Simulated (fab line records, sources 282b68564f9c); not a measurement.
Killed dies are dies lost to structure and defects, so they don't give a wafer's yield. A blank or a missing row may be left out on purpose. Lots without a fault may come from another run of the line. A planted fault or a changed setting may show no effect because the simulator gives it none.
Split-lot experiment | flow rit_cmos | 5 lots, 27 wafers read, on a route of 202 steps

THE SPLIT
At RIT_M1_SPUTTER_00 (material Al, target thk 400 nm, time 500 s), the setting time_s was moved away from the recipe's 500 s on 9 of the 27 wafers read, by -46.2% to +21.5%. The other wafers ran this setting at the recipe's value.

FROM THE SPLIT TO THE READING: what the file shows between them, 5 steps
- RIT_M1_RS_MEAS_01: measures by four-point-probe
- RIT_M1_THK_MEAS_02: measures by xrf
- RIT_M1_HMDS_03: prime time 60 s
- RIT_M1_COAT_04: resist thk 1300 nm
- RIT_M1_HARDBAKE_11: time 120 s

THE READING
oes_product_au, in a.u., at RIT_M1_METAL_ETCH_12 (etches Al in Cl2/BCl3, stops on SiO2, time 165 s, target depth 600 nm). Fault-free wafers of this fab line usually give 0.781 a.u., standard deviation 0.012 a.u..

wafer  | tool, chamber at the split | time_s as run, s | against the recipe | oes_product_au, a.u. | against lot-mates on the recipe
L075.1 | pvd_sputter-03, -          | 268.8            | -46.2%             | 0.579                | -0.208
L075.2 | pvd_sputter-03, -          | 268.8            | -46.2%             | 0.579                | -0.208
L075.3 | pvd_sputter-03, -          | 500              | recipe             | 0.791                | -
L075.4 | pvd_sputter-03, -          | 500              | recipe             | 0.785                | -
L075.5 | pvd_sputter-03, -          | 500              | recipe             | 0.784                | -
L075.6 | pvd_sputter-03, -          | 268.8            | -46.2%             | 0.591                | -0.196
L077.2 | pvd_sputter-03, -          | 500              | recipe             | 0.798                | -
L077.4 | pvd_sputter-03, -          | 500              | recipe             | 0.788                | -
L077.5 | pvd_sputter-03, -          | 500              | recipe             | 0.790                | -
L078.1 | pvd_sputter-04, -          | 500              | recipe             | 0.777                | -
L078.2 | pvd_sputter-04, -          | 500              | recipe             | 0.782                | -
L078.3 | pvd_sputter-04, -          | 500              | recipe             | 0.787                | -
L078.4 | pvd_sputter-04, -          | 607.5            | +21.5%             | 0.875                | +0.093
L078.5 | pvd_sputter-04, -          | 607.5            | +21.5%             | 0.860                | +0.078
L078.6 | pvd_sputter-04, -          | 607.5            | +21.5%             | 0.883                | +0.101
L081.1 | pvd_sputter-03, -          | 500              | recipe             | 0.798                | -
L081.2 | pvd_sputter-03, -          | 387.7            | -22.5%             | 0.690                | -0.105
L081.3 | pvd_sputter-03, -          | 387.7            | -22.5%             | 0.690                | -0.105
L081.4 | pvd_sputter-03, -          | 500              | recipe             | 0.788                | -
L081.5 | pvd_sputter-03, -          | 387.7            | -22.5%             | 0.694                | -0.101
L081.6 | pvd_sputter-03, -          | 500              | recipe             | 0.800                | -
L085.1 | pvd_sputter-03, -          | 500              | recipe             | 0.776                | -
L085.2 | pvd_sputter-03, -          | 500              | recipe             | 0.775                | -
L085.3 | pvd_sputter-03, -          | 500              | recipe             | 0.757                | -
L085.4 | pvd_sputter-03, -          | 500              | recipe             | 0.776                | -
L085.5 | pvd_sputter-03, -          | 500              | recipe             | 0.777                | -
L085.6 | pvd_sputter-03, -          | 500              | recipe             | 0.760                | -

THE FIT
A straight line over all 27 wafers: oes_product_au changes by +0.00426 a.u. for each +1% of time_s; r = +0.99; the points scatter about the line by 0.011 a.u..
The same after taking each lot's own level away (the mean of its wafers on the recipe; 27 wafers): +0.0044 a.u. for each +1%; r = +1.00; scatter 0.0067 a.u..
On that fit, the largest move of time_s shifts the reading by 0.2 a.u..
The lots' own levels span 0.7702 to 0.7953 a.u., that is 2.1 times the standard deviation above.
So the lot-to-lot level changes the slope little: the two slopes agree.
Check: with one of the wafers moved furthest among these (-46.2%) left out of the fit, the line predicts -0.203 a.u. for it against its lot-mates. It came out at -0.208 a.u. against them.

OTHER SPLITS ON THESE WAFERS
These wafers also went through other splits before the reading. Each is held against what the fit with the lots' levels taken away leaves over:
other split on the same wafers | wafers away from the commonest value | r with oes_product_au (lot level and that fit taken away)
RIT_ACTIVE_CVD_03 time_s       | 18                                   | -0.09
RIT_ACTIVE_ETCH_13 time_s      | 9                                    | +0.20
RIT_GATE_ETCH_19 time_s        | 9                                    | -0.21

THE WHOLE CHAIN: every reading that the file lists as answering this split, in the file's order
step                 | what it does                                                          | reading                                                                     | change (the file's fit)                   | r (the file's)
RIT_M1_SPUTTER_00    | material Al, target thk 400 nm, time 500 s                            | Al_of_M1_SPUTTER_00.thk_nm (the simulator's own value, which no gauge read) | +3.92 nm for each +1% of the setting      | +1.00
RIT_M1_RS_MEAS_01    | measures by four-point-probe                                          | M1_AL_RS                                                                    | -0.00119 for each +1% of the setting      | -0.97
RIT_M1_THK_MEAS_02   | measures by xrf                                                       | M1_AL_THK                                                                   | +3.94 for each +1% of the setting         | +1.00
RIT_M1_METAL_ETCH_12 | etches Al in Cl2/BCl3, stops on SiO2, time 165 s, target depth 600 nm | oes_product_au                                                              | +0.00441 a.u. for each +1% of the setting | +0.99

THE FILE'S OWN FIT
oes_product_au changes by +0.00441 a.u. for each +1% of time_s, r = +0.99.
